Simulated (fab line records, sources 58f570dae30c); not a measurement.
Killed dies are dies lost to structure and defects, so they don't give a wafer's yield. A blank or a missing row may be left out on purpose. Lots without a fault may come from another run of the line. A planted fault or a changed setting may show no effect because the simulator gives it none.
One fault seen from 2 desks | flow berkeley_cmos170 | each desk has only its own numbers; what lay behind them comes last

THE TOOL OWNER'S DESK: wet_bench-02
The tool's own readings at UCB170_FIELD_WET_ETCH_05 (etches Si3N4 in H3PO4, time 12600 s): means of the sampled wafers that have a number, for each lot that ran on this tool. A lot is out of limits, marked OUT, if its mean lies more than 4 standard deviations from the usual mean; the brackets give that distance.
Columns: A = bath_guard_temp_C at UCB170_FIELD_WET_ETCH_05, usual 159.9 C; B = bath_heat_duty_pct at UCB170_FIELD_WET_ETCH_05, usual 26.5 %
lot  | first seen here | A     | B
L382 | day 5 12:22     | 159.8 | 27.5
L383 | day 5 12:22     | 160.2 | 28.3
L385 | day 6 01:55     | 159.5 | 25.3
L386 | day 6 01:55     | 160.2 | 28.0
L387 | day 6 09:18     | 159.3 | 25.4
L388 | day 6 09:18     | 160.1 | 27.9
L389 | day 6 15:44     | 159.5 | 25.7
This desk's finding: nothing out of limits on any of the 7 lots.

THE METROLOGY DESK
What the gauges read, lot by lot, whatever tool the lot ran on: means of the sampled wafers that have a number. A lot is out of limits, marked OUT, if its mean lies more than 4 standard deviations from the usual mean; the brackets give that distance.
Columns: A = WELLDRIVE_OXIDE_THK at UCB170_WELLDRIVE_THK_MEAS_02, usual 201.1 nm; B = FIELD_OXIDE_LEFT_1_THK at UCB170_FIELD_THK_MEAS_90, usual 441 nm; C = FIELD_OXIDE_LEFT_2_THK at UCB170_FIELD_THK_MEAS_91, usual 352 nm; D = cd_nm at UCB170_M2_CD_MEAS_15, usual 699.7 nm; E = V2_POLISHED_THK at UCB170_V2_THK_MEAS_04, usual 1000.5 nm
lot  | first seen here | A     | B   | C   | D     | E
L382 | day 4 03:22     | 201.5 | 444 | 354 | 699.7 | 999.8
L383 | day 4 03:23     | 199.6 | 439 | 352 | 700.0 | 999.9
L386 | day 4 15:55     | 195.5 | 432 | 344 | 701.1 | 999.9
L385 | day 4 15:56     | 197.1 | 453 | 366 | 698.9 | 1000.2
L387 | day 4 22:16     | 202.2 | 431 | 343 | 699.1 | 999.8
L388 | day 4 22:17     | 200.5 | 440 | 352 | 697.8 | 999.3
L389 | day 5 08:24     | 203.2 | 448 | 359 | 699.2 | 999.7
L391 | day 5 18:24     | 201.2 | 469 | 381 | -     | -
L390 | day 5 18:25     | 202.8 | 478 | 390 | -     | -
L399 | day 7 00:20     | 201.8 | 430 | 343 | 697.0 | 999.8
L401 | day 7 16:19     | 202.9 | 458 | 368 | 700.8 | 1000.4
L400 | day 7 21:49     | 199.5 | 456 | 368 | 701.6 | 1000.2
L402 | day 7 21:49     | 201.4 | 446 | 359 | 699.9 | 999.5
L404 | day 8 11:34     | 201.0 | 441 | 352 | 699.1 | 1000.6
This desk's finding: nothing out of limits on any of the 14 lots.

PUT TOGETHER
The tool owner's desk saw nothing out of limits.
The metrology desk saw nothing out of limits.

WHAT THE SIMULATOR HAD PUT IN
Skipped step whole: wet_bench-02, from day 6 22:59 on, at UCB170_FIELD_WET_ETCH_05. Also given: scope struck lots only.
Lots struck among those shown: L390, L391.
